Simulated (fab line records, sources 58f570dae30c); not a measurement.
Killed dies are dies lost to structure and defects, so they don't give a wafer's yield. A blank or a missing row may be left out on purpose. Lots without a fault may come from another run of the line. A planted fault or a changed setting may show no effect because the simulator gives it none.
Which tool did it? | flow berkeley_cmos170 | 14 lots, 42 wafers sampled, at 2 steps of a route of 331

WHAT THE GAUGES READ, wafer by wafer
UCB170_M2_CD_MEAS_15: target cd 700 nm.
lot  | measured     | on        | cd_nm (nm)
L181 | day 8 14:15  | cd_sem-01 | 700.7 700.6 699.7
L178 | day 8 14:41  | cd_sem-01 | 701.2 701.0 699.7
L177 | day 8 15:49  | cd_sem-01 | 698.3 699.6 696.7
L180 | day 9 01:31  | cd_sem-02 | 699.5 697.4 699.2
L179 | day 9 01:39  | cd_sem-02 | 702.8 701.9 702.1
L183 | day 9 13:28  | cd_sem-01 | 712.4 713.6 713.4
L182 | day 9 13:59  | cd_sem-01 | 713.6 712.5 712.2
L190 | day 10 19:56 | cd_sem-02 | 699.4 699.1 700.3
L192 | day 11 02:45 | cd_sem-01 | 699.9 698.7 699.1
L193 | day 11 06:49 | cd_sem-01 | 699.7 699.1 699.2
L195 | day 11 20:50 | cd_sem-02 | 699.0 699.6 700.7
L196 | day 11 22:06 | cd_sem-02 | 700.4 700.1 701.8
L197 | day 12 09:47 | cd_sem-01 | 700.1 699.7 698.1
L199 | day 12 22:19 | cd_sem-01 | 700.1 700.3 700.4

WHICH TOOL RAN EACH LOT (tool, then ch and the chambers of the sampled wafers, then the start)
lot  | UCB170_M2_PEB_13
L181 | litho_track-01 ch 0, day 8 13:00
L178 | litho_track-04 ch 0, day 8 14:00
L177 | litho_track-04 ch 0, day 8 15:00
L180 | litho_track-01 ch 0, day 9 01:00
L179 | litho_track-04 ch 0, day 9 01:16
L183 | litho_track-01 ch 0, day 9 13:11
L182 | litho_track-01 ch 0, day 9 13:43
L190 | litho_track-03 ch 0, day 10 19:39
L192 | litho_track-04 ch 0, day 11 02:22
L193 | litho_track-04 ch 0, day 11 06:32
L195 | litho_track-04 ch 0, day 11 20:34
L196 | litho_track-03 ch 0, day 11 21:50
L197 | litho_track-03 ch 0, day 12 09:32
L199 | litho_track-04 ch 0, day 12 22:02
- UCB170_M2_PEB_13

WHAT THE TOOLS THEMSELVES READ (means of the sampled wafers that have a number; where no wafer has one, the mark that the record gives instead)
UCB170_M2_PEB_13.
lot  | tool           | heater_power_total_W (W) | plate_temp_C (C)
L181 | litho_track-01 | 56.86                    | 129.89
L178 | litho_track-04 | 56.84                    | 129.93
L177 | litho_track-04 | 56.77                    | 130.12
L180 | litho_track-01 | 56.81                    | 130.00
L179 | litho_track-04 | 56.82                    | 130.15
L183 | litho_track-01 | 55.74                    | 128.33
L182 | litho_track-01 | 55.72                    | 127.75
L190 | litho_track-03 | 56.77                    | 130.01
L192 | litho_track-04 | 56.82                    | 129.78
L193 | litho_track-04 | 56.82                    | 129.92
L195 | litho_track-04 | 56.78                    | 130.07
L196 | litho_track-03 | 56.83                    | 129.91
L197 | litho_track-03 | 56.80                    | 129.91
L199 | litho_track-04 | 56.80                    | 130.11

THE ANSWER, worked out from the rows above alone
Rule: what is usual is taken from the lots themselves. Put in order of their means at a reading, lots are off if they are a third of the lots or fewer, leave a main group of 4 or more, and stand apart from it by a gap of 3 or more times the standard deviation of the main group's means; of several such gaps the widest counts. A main group whose means are all the same, to the digits that the tables above print for the reading, isn't used. A lot without any number at a reading at which 4 lots or more have one is off too. The other lots that the step has rows for count as sound. The gauges are gone through in route order, then the tools' own readings, and for those a lot's mean is taken as printed above. The first step at which some lot is off is used, and at that step the reading that is off furthest; a lot without a number counts as furthest.
Off: L183, L182, at UCB170_M2_CD_MEAS_15 (cd_nm). The main group: mean 699.9 nm, standard deviation 1.
A tool fits if, at a process step before that reading, it ran every lot that is off, and no sound lot after the first of them. The gauges at UCB170_M2_CD_MEAS_15 aren't tried: what is off there is off at UCB170_M2_PEB_13 too, on other tools, and a gauge's error can't cause that. One fits: litho_track-01 at UCB170_M2_PEB_13. Its last sound lot is L180 (day 9 01:00), its first lot that is off L183 (day 9 13:11): a fault that began between those two fits.
The tool's own readings at UCB170_M2_PEB_13 bear it out: on the lots that are off they differ by more than 5 times the standard deviation of the sound lots' means. heater_power_total_W reads 55.73 W there against 56.81 W on the sound lots; plate_temp_C reads 128.04 C there against 129.98 C on the sound lots.

WHAT THE SIMULATOR HAD PUT IN
Process parameter drift: litho_track-01, from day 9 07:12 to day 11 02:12, at UCB170_M2_PEB_13. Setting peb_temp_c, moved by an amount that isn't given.
Lots struck among those shown: L183, L182. The rule above found the same.
